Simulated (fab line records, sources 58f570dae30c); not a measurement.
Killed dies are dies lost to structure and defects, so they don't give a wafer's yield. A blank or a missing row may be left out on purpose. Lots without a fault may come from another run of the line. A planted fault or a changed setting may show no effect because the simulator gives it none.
Which tool did it? | flow berkeley_cmos170 | 7 lots, 21 wafers sampled, at 2 steps of a route of 331

WHAT THE GAUGES READ, wafer by wafer
UCB170_ACTIVE_OVL_MEAS_14.
lot  | measured    | on         | ACTIVE_OVL (nm)
L116 | day 5 13:20 | overlay-01 | 1 6 7
L118 | day 5 21:08 | overlay-01 | 17 21 16
L122 | day 6 13:10 | overlay-01 | 7 8 11
L126 | day 7 03:15 | overlay-01 | 6 3 0
L131 | day 8 09:09 | overlay-02 | -1 1 -6
L133 | day 9 03:22 | overlay-01 | 102 100 98 99 97 97
L137 | day 9 21:01 | overlay-01 | 10 10 16

WHICH TOOL RAN EACH LOT (tool, then ch and the chambers of the sampled wafers, then the start)
lot  | UCB170_ACTIVE_EXPOSE_10
L116 | krf_scanner-01 ch 0, day 5 12:50
L118 | krf_scanner-02 ch 0, day 5 20:08
L122 | krf_scanner-01 ch 0, day 6 12:35
L126 | krf_scanner-01 ch 0, day 7 02:47
L131 | krf_scanner-02 ch 0, day 8 08:01
L133 | krf_scanner-02 ch 0, day 9 02:52
L137 | krf_scanner-01 ch 0, day 9 20:32
- UCB170_ACTIVE_EXPOSE_10: exposes mask ACTIVE, target cd 1200 nm.

THE ANSWER, worked out from the rows above alone
Rule: what is usual is taken from the lots themselves. Put in order of their means at a reading, lots are off if they are a third of the lots or fewer, leave a main group of 4 or more, and stand apart from it by a gap of 3 or more times the standard deviation of the main group's means; of several such gaps the widest counts. A main group whose means are all the same, to the digits that the tables above print for the reading, isn't used. A lot without any number at a reading at which 4 lots or more have one is off too. The other lots that the step has rows for count as sound.
Off: L133, at UCB170_ACTIVE_OVL_MEAS_14 (ACTIVE_OVL). The main group: mean 7 nm, standard deviation 6.5.
A tool fits if, at a process step before that reading, it ran every lot that is off, and no sound lot after the first of them. The gauges at UCB170_ACTIVE_OVL_MEAS_14 are tried like those tools. One fits: krf_scanner-02 at UCB170_ACTIVE_EXPOSE_10. Its last sound lot is L131 (day 8 08:01), its first lot that is off L133 (day 9 02:52): a fault that began between those two fits.

WHAT THE SIMULATOR HAD PUT IN
Scanner matching overlay: krf_scanner-02, from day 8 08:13 on, at UCB170_ACTIVE_EXPOSE_10. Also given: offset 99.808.
Lots struck among those shown: L133. The rule above found the same.
